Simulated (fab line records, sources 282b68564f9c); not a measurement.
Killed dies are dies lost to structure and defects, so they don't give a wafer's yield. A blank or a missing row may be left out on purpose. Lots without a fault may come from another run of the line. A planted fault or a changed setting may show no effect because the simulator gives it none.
One fault seen from 2 desks | flow rit_cmos | each desk has only its own numbers; what lay behind them comes last

THE METROLOGY DESK
What the gauges read, lot by lot, whatever tool the lot ran on: means of the sampled wafers that have a number. A lot is out of limits, marked OUT, if its mean lies more than 4 standard deviations from the usual mean; the brackets give that distance.
Columns: A = PSD_RS at RIT_SDANNEAL_RS_MEAS_04, usual 115.9 ohm/sq; B = NLDD_RS at RIT_SDANNEAL_RS_MEAS_07, usual 151.5 ohm/sq; C = cd_nm at RIT_CONTACT_CD_MEAS_90, usual 999.5 nm
lot  | first seen here | A               | B     | C
L674 | day 3 14:25     | 115.6           | 151.9 | 1000.3
L676 | day 3 18:38     | 116.2           | 151.3 | 999.1
L675 | day 3 20:38     | 115.5           | 151.7 | 999.0
L677 | day 4 01:27     | 115.9           | 151.2 | 997.9
L678 | day 4 06:01     | 116.1           | 151.2 | 1000.5
L680 | day 4 13:36     | 115.9           | 151.3 | 1000.0
L685 | day 5 14:05     | 120.2 (+13) OUT | 150.8 | 1000.0
L687 | day 5 23:56     | 120.0 (+12) OUT | 151.8 | 1000.9
L688 | day 6 05:27     | 115.9           | 151.8 | 998.2
L690 | day 6 13:28     | 115.7           | 151.2 | 1001.7
L693 | day 7 05:52     | 116.3           | 151.5 | 1001.1
L694 | day 7 09:55     | 115.5           | 151.5 | 1000.6
L696 | day 7 21:13     | 115.6           | 152.2 | 1002.3
L697 | day 8 02:00     | 115.3           | 151.3 | 996.8
This desk's finding: out of limits on L685, L687; first on L685, day 5 14:05 (PSD_RS at RIT_SDANNEAL_RS_MEAS_04). In limits: L674, L676, L675, L677, L678, L680, L688, L690, L693, L694, L696, L697.

THE TOOL OWNER'S DESK: implanter-01
The tool's own readings at RIT_PSD_IMPLANT_08: means of the sampled wafers that have a number, for each lot that ran on this tool. A lot is out of limits, marked OUT, if its mean lies more than 4 standard deviations from the usual mean; the brackets give that distance.
Columns: A = beam_energy_keV at RIT_PSD_IMPLANT_08, usual 27.000
lot  | first seen here | A
L675 | day 3 19:26     | 26.986
L685 | day 5 13:13     | 25.170 (-99 or more) OUT
L687 | day 5 23:06     | 25.165 (-99 or more) OUT
This desk's finding: out of limits on L685, L687; first on L685, day 5 13:13 (beam_energy_keV at RIT_PSD_IMPLANT_08). In limits: L675.

PUT TOGETHER
The tool owner's desk could have raised an alarm at day 5 13:13, on L685, L687.
The metrology desk could have raised an alarm at day 5 14:05, on L685, L687.
Of the lots named, all ran RIT_PSD_IMPLANT_08 on implanter-01.

WHAT THE SIMULATOR HAD PUT IN
Process parameter drift: implanter-01, from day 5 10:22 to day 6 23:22, at RIT_PSD_IMPLANT_08. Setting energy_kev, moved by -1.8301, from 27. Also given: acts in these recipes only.
Lots struck among those shown: L685, L687.
Hours from the fault's start to each desk's first reading out of limits: the tool owner's desk, 3; the metrology desk, 4.
